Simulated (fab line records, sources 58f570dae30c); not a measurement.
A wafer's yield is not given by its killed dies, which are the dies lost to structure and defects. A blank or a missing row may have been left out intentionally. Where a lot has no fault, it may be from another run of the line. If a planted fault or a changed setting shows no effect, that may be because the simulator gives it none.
Code-filled problem report in 8D (eight disciplines) form | flow berkeley cmos170 | the parts of the form that need people (team, actions taken, sign-off) are left out

== 1. WHAT WENT WRONG ==
Wafers free of any fault read 220.1 nm (standard deviation 2.1) for PWELL_NITRIDE_THK at UCB170_PWELL_THK_MEAS_06, against a mean of 247.0 nm on 9 wafers of 3 lots. Relative to the usual mean, that is a shift of +13 standard deviations.
Seen first at day 5 06:25 on film metro-04, wafer L502.1. At this step, 42 wafers from 14 lots have a number in the record. Rule for "out" (also "out of limits"): further than 4 standard deviations from the usual mean. The rest of the wafers with a number are treated as sound.

== 2. WHAT THIS IS AND IS NOT ==
question                    | is                           | is not
which readings at this step | PWELL_NITRIDE_THK            | -
which lots                  | L502, L503, L504             | L491, L492, L493, L494, L495, L496, L497, L498, L499, L513, L514
which wafers of those lots  | all that have a number       | -
read on which gauges        | film metro-01, film metro-04 | film metro-02
when                        | from day 5 06:25             | up to then (27 sound wafers); but 6 sound wafers of L513, L514 came after

== 3. WHAT RULES OUT EACH SUSPECT ==
Counting: a tool at any process step up to the reading remains a suspect when it ran all the lots that are out and ran no sound lot after the first of those.
- ruled out: the gauge at UCB170_PWELL_THK_MEAS_06. Those wafers that are out were read across 2 gauges (film metro-01, film metro-04).
- lpcvd-01 at UCB170_PWELL_CVD_05 (deposits Si3N4 from SiH2Cl2/NH3, target thk 220 nm, time 3300 s): kept. It ran every lot that is out, first L502 (day 5 03:32), and no sound lot after that; its last sound lot up to then is L498 (day 4 06:01). Its own readings are out on those wafers: sih2cl2 flow sccm.
The count leaves lpcvd-01 at UCB170_PWELL_CVD_05.

== 4. THE CAUSE (what the simulator had put in) ==
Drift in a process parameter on lpcvd-01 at UCB170_PWELL_CVD_05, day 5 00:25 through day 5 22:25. From 25, the setting sih2cl2 flow sccm moved by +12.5. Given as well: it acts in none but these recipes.
After counting, this tool was the only one left.

== 5. THE EFFECT CHAIN, in route order ==
Each row: a reading whose mean over the struck wafers that have a number lies more than 3 standard deviations from the usual. Readings are gone through only where the record gives a usual standard deviation; hours: the median, over the lots, of the time from a lot's start at the first step in this table giving one to that lot's start at this step; sigmas: the change measured in usual standard deviations.
hours | step                     | reading           | usual      | on struck wafers | change | sigmas
0     | UCB170_PWELL_CVD_05      | sih2cl2 flow sccm | 25.01 sccm | 37.52            | +12.51 | +99 or more
3     | UCB170_PWELL_THK_MEAS_06 | PWELL_NITRIDE_THK | 220.1 nm   | 247.0            | +26.9  | +13
Here are the process steps it includes:
- UCB170_PWELL_CVD_05: deposits Si3N4 from SiH2Cl2/NH3, target thk 220 nm, time 3300 s.

== 6. WHAT WOULD HAVE CAUGHT IT SOONER ==
The first out-of-limits reading at a measuring or inspecting step in this record came at day 5 06:25, 6 hours after the fault's start at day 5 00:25.
The tool's own readings at UCB170_PWELL_CVD_05 were out on every struck wafer that the step has a row for (sih2cl2 flow sccm): an alarm limit on them would have fired on the first of those.
L504, from the lots that are out (3), started UCB170_PWELL_CVD_05 on lpcvd-01 later than day 5 06:25. A hold on the tool at that time would have spared it.
